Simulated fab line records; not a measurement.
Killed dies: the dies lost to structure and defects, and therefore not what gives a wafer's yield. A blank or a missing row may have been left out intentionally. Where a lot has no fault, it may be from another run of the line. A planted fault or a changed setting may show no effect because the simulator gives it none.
Lot-split experiment | flow rit-cmos | 5 lots, 23 wafers read, on a route of 202 steps

SPLIT DETAILS
At RIT_SILICIDE_SPUTTER_01 (material Ti, target thk 30 nm, time 240 s), the setting power-w was moved away from the recipe's 350 W on 9 of the 23 wafers read, by -7.2% to +10.2%. All remaining wafers had this setting at the recipe value.

FROM THE SPLIT TO THE READING: what the file shows between them, 1 step
- RIT_SILICIDE_RS_MEAS_02: measures by four-point-probe

THE READING
SILICIDE_TI_THK, in nm, at RIT_SILICIDE_THK_MEAS_03 (measures by xrf). Typical for fault-free wafers on this fab line: 30.0 nm, with standard deviation 0.3 nm.

wafer  | tool, chamber at the split | power-w as run, W | against the recipe | SILICIDE_TI_THK, nm | against lot-mates on the recipe
L075.1 | pvd-sputter-04, -          | 350               | recipe             | 30.1                | -
L075.3 | pvd-sputter-04, -          | 350               | recipe             | 30.2                | -
L075.6 | pvd-sputter-04, -          | 350               | recipe             | 30.1                | -
L078.1 | pvd-sputter-01, -          | 350               | recipe             | 30.1                | -
L078.2 | pvd-sputter-01, -          | 328               | -6.3%              | 28.0                | -2.1
L078.4 | pvd-sputter-01, -          | 350               | recipe             | 30.1                | -
L078.5 | pvd-sputter-01, -          | 350               | recipe             | 30.1                | -
L078.6 | pvd-sputter-01, -          | 328               | -6.3%              | 28.2                | -1.9
L080.1 | pvd-sputter-02, -          | 324.8             | -7.2%              | 27.6                | -2.3
L080.2 | pvd-sputter-02, -          | 350               | recipe             | 29.7                | -
L080.3 | pvd-sputter-02, -          | 324.8             | -7.2%              | 27.9                | -2.0
L080.4 | pvd-sputter-02, -          | 350               | recipe             | 30.3                | -
L080.6 | pvd-sputter-02, -          | 350               | recipe             | 29.8                | -
L084.2 | pvd-sputter-02, -          | 350               | recipe             | 30.5                | -
L084.3 | pvd-sputter-02, -          | 350               | recipe             | 29.8                | -
L084.4 | pvd-sputter-02, -          | 350               | recipe             | 30.8                | -
L084.5 | pvd-sputter-02, -          | 334.5             | -4.4%              | 29.1                | -1.3
L084.6 | pvd-sputter-02, -          | 334.5             | -4.4%              | 28.5                | -1.9
L085.1 | pvd-sputter-01, -          | 385.8             | +10.2%             | 32.5                | +3.2
L085.3 | pvd-sputter-01, -          | 385.8             | +10.2%             | 32.2                | +2.9
L085.4 | pvd-sputter-01, -          | 385.8             | +10.2%             | 32.5                | +3.2
L085.5 | pvd-sputter-01, -          | 350               | recipe             | 29.3                | -
L085.6 | pvd-sputter-01, -          | 350               | recipe             | 29.3                | -

THE FIT
A straight line over all 23 wafers: SILICIDE_TI_THK changes by +0.262 nm for each +1% of power-w; r = +0.96; the points scatter about the line by 0.38 nm.
The same after taking each lot's own level away (the mean of its wafers on the recipe; 23 wafers): +0.309 nm for each +1%; r = +0.99; scatter 0.23 nm.
That fit puts the effect of the largest move of power-w on the reading at 3.2 nm.
Across the lots, their own levels run from 29.30 to 30.37 nm, a range of 3.6 times the standard deviation given above.
So the slope is not independent of the lot-to-lot level: the two fits are not the same.
Check: for one of the wafers moved furthest among these (+10.2%), held out of the fit, the line's prediction against its lot-mates is +3.11 nm. Against them it came out at +3.2 nm.

THE WHOLE CHAIN: every reading that the file lists as answering this split, in the file's order
step                     | what it does                              | reading                                                                           | change (the file's fit)               | r (the file's)
RIT_SILICIDE_SPUTTER_01  | material Ti, target thk 30 nm, time 240 s | Ti_of_SILICIDE_SPUTTER_01.thk-nm (the simulator's own value, which no gauge read) | +0.306 nm for each +1% of the setting | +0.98
RIT_SILICIDE_RS_MEAS_02  | measures by four-point-probe              | SILICIDE_TI_RS                                                                    | -0.612 for each +1% of the setting    | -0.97
RIT_SILICIDE_THK_MEAS_03 | measures by xrf                           | SILICIDE_TI_THK                                                                   | +0.31 for each +1% of the setting     | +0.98

FILE'S OWN FIT
SILICIDE_TI_THK changes by +0.31 nm for each +1% of power-w, r = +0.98.
